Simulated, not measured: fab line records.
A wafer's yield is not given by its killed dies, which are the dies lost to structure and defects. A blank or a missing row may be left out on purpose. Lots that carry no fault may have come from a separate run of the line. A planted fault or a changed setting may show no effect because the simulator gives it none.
Comparing a struck lot with a sound one :: flow rit_cmos :: 44 out of 202 route steps
Sound: wafers L578.1, L578.3, L578.5. Wafers struck: L588.2, L588.5, L588.6. The cause comes at the end.
At each step with rows: each side's tool, then ch and its chambers, then its first start. Under that, the readings that differ: sound wafers :: struck wafers :: difference of the means :: sigmas: that difference in standard deviations of wafers without a fault.
alike: readings whose means differ by less than 2 such deviations, and words and numbers that are the same on both sides. not compared: withheld readings, readings that some wafer has no value for, bounds like >300 that may hide the same value, and numbers for which the record gives no deviation and whose values overlap.
Wherever a step has rows on one side only, a row that says differs or no value, or a row with sigmas, the two part there. Numbers that don't overlap but have no deviation are shown without sigmas and don't part them. A reading missing from all wafers of one side parts the sides only when that side holds two or more wafers.

first, 3 steps without rows for these wafers: RIT_GATE_EXPOSE_13 (exposes mask M6, target cd 150 nm); RIT_GATE_PEB_14; RIT_GATE_DEVELOP_15 (develop time 50 s).
RIT_GATE_CD_MEAS_16 targets a cd of 150 nm.
  struck on cd_sem-02, day 5 05:10; sound on cd_sem-01, day 3 04:07
reading: cd_nm (nm)
sound: 149.7 149.8 147.8
struck: 153.8 156.1 153.9
difference: +5.5
sigmas: +3
RIT_GATE_OVL_MEAS_17:
  struck on overlay-02, day 5 05:16; sound on overlay-01, day 3 04:14
reading: GATE_OVL (nm)
sound: -3.1 -1.6 -1.8
struck: 2.4 1.4 2.0
difference: +4.1
sigmas: +3
then, 1 step without rows for these wafers: RIT_GATE_HARDBAKE_18 (time 60 s).
RIT_GATE_ETCH_19: etches poly-Si in SF6/CHF3/O2, stops on SiO2, time 165 s, target depth 312.5 nm.
  sound on rie_si-01 ch 0,2,3, day 3 04:25; struck on rie_si-01 ch 2,3, day 5 05:26
  alike: drypump_motor_current_A, oes_product_au, rf_fwd_power_W, throttle_valve_pct
  not compared: rf_hours_counter_h
RIT_GATE_STRIP_20: strips in O2, time 180 s.
  sound on plasma_asher-03 ch 0, day 3 04:32; struck on plasma_asher-03 ch 0,1, day 5 05:33
  alike: drypump_motor_current_A
  not compared: rf_hours_counter_h
RIT_GATE_CD_MEAS_90 targets a cd of 150 nm.
  struck on cd_sem-02, day 5 05:46; sound on cd_sem-01, day 3 04:42
reading: cd_nm (nm)
sound: 149.4 149.8 147.9
struck: 153.8 155.6 153.6
difference: +5.3
sigmas: +3
then, 3 steps without rows for these wafers: RIT_REOX_CLEAN_00 (cleans in SC1, time 600 s); RIT_REOX_CLEAN_01 (cleans in dHF, time 30 s); RIT_REOX_CLEAN_02 (cleans in SC2, time 600 s).
RIT_REOX_OXIDATION_03: target thk 25.2 nm, ox time 5580 s.
  sound on furnace-03 ch 0, day 3 06:26; struck on furnace-01 ch 0, day 5 07:17
reading: zone_power_load_pct (%)
sound: 27.8 27.0 26.9
struck: 29.2 29.1 29.2
difference: +1.9
sigmas: +2

reading: model.SiO2_of_REOX_OXIDATION_03.thk_nm (nm)
sound: 25.41 25.15 25.1
struck: 14.37 14.93 14.33
difference: -10.68
sigmas: 

reading: model.poly-Si_of_GATE_CVD_08.thk_nm (nm)
sound: 237.9 237.6 238.2
struck: 240.7 242.9 241.9
difference: +3.9
sigmas: 
RIT_REOX_THK_MEAS_04:
  struck on film_metro-03, day 5 09:50; sound on film_metro-04, day 3 08:59
reading: REOX_OXIDE_THK (nm)
sound: 25.5 25.2 25.0
struck: 14.4 14.9 14.4
difference: -10.7
sigmas: -19
then, 6 steps without rows for these wafers: RIT_NLDD_HMDS_00 (prime time 60 s); RIT_NLDD_COAT_01 (resist thk 1000 nm); RIT_NLDD_SOFTBAKE_02 (time 60 s); RIT_NLDD_EXPOSE_03 (exposes mask M7, target cd 40700 nm); RIT_NLDD_PEB_04; RIT_NLDD_DEVELOP_05 (develop time 50 s).
RIT_NLDD_OVL_MEAS_06:
  struck on overlay-01, day 5 10:52; sound on overlay-01, day 3 09:54
  alike: NLDD_OVL
then, 2 steps without rows for these wafers: RIT_NLDD_HARDBAKE_07 (time 60 s); RIT_NLDD_IMPLANT_08.
RIT_NLDD_STRIP_09: strips in O2, time 180 s.
  sound on plasma_asher-03 ch 1, day 3 10:14; struck on plasma_asher-02 ch 0,1, day 5 11:12
  alike: drypump_motor_current_A
  not compared: rf_hours_counter_h
RIT_NLDD_TW_MEAS_10:
  struck on film_metro-01, day 5 11:23; sound on film_metro-04, day 3 10:25
  alike: NLDD_TW
then, 6 steps without rows for these wafers: RIT_PLDD_HMDS_00 (prime time 60 s); RIT_PLDD_COAT_01 (resist thk 1000 nm); RIT_PLDD_SOFTBAKE_02 (time 60 s); RIT_PLDD_EXPOSE_03 (exposes mask M8, target cd 40900 nm); RIT_PLDD_PEB_04; RIT_PLDD_DEVELOP_05 (develop time 50 s).
RIT_PLDD_OVL_MEAS_06:
  struck on overlay-02, day 5 12:25; sound on overlay-01, day 3 11:27
  alike: PLDD_OVL
then, 2 steps without rows for these wafers: RIT_PLDD_HARDBAKE_07 (time 60 s); RIT_PLDD_IMPLANT_08.
RIT_PLDD_STRIP_09: strips in O2, time 180 s.
  sound on plasma_asher-01 ch 0,1, day 3 11:47; struck on plasma_asher-02 ch 0,1, day 5 12:45
  alike: drypump_motor_current_A
  not compared: rf_hours_counter_h
RIT_PLDD_TW_MEAS_10:
  struck on film_metro-04, day 5 12:56; sound on film_metro-02, day 3 11:58
reading: PLDD_TW
sound: 2365 2361 2361
struck: 2333 2318 2319
difference: -39
sigmas: -3
RIT_SPACER_CLEAN_00: cleans in SC1, time 600 s.
  sound on wet_bench-01 ch 0, day 3 12:01; struck on wet_bench-01 ch 2, day 5 12:59
reading: model.SiO2_of_REOX_OXIDATION_03.thk_nm (nm)
sound: 23.42 23.18 23.14
struck: 13.26 13.79 13.23
difference: -9.82
sigmas: 
then, 3 steps without rows for these wafers: RIT_SPACER_CLEAN_01 (cleans in dHF, time 30 s); RIT_SPACER_CLEAN_02 (cleans in SC2, time 600 s); RIT_SPACER_CVD_03 (deposits Si3N4 from SiH2Cl2/NH3, target thk 250 nm, time 3300 s).
RIT_SPACER_THK_MEAS_04:
  struck on film_metro-01, day 5 15:16; sound on film_metro-01, day 3 14:19
  alike: SPACER_NITRIDE_THK
RIT_SPACER_ETCHBACK_05: etches Si3N4 in SF6/CHF3, stops on SiO2, target depth 250 nm, time 240 s.
  sound on rie_diel-03 ch 0,1,3, day 3 14:23; struck on rie_diel-01 ch 0,2, day 5 15:19
reading: throttle_valve_pct (%)
sound: 10.06 10.24 10.25
struck: 10.48 10.35 10.49
difference: +0.26
sigmas: +2
  alike: drypump_motor_current_A, oes_product_au, rf_fwd_power_W
  not compared: rf_hours_counter_h
RIT_SDANNEAL_CLEAN_02: cleans in SC2, time 600 s.
  sound on wet_bench-03 ch 3, day 3 17:34; struck on wet_bench-01 ch 2, day 5 18:38
reading: model.poly-Si_of_GATE_CVD_08.thk_nm (nm)
sound: 165.6 167.9 166.8
struck: 172.3 174.8 173.4
difference: +6.7
sigmas: 
RIT_M1_PROBE_99:
  struck on prober-01, day 6 09:09; sound on prober-01, day 4 01:09
  alike: killed_at_contacts, killed_at_front_end, killed_dies, killed_open, killed_short

## WHERE THEY PART
First at RIT_GATE_CD_MEAS_16; last, within this record, at RIT_SPACER_ETCHBACK_05. Later steps at which nothing parts them and some readings are alike: RIT_M1_PROBE_99.

WHY: whatever the simulator had introduced
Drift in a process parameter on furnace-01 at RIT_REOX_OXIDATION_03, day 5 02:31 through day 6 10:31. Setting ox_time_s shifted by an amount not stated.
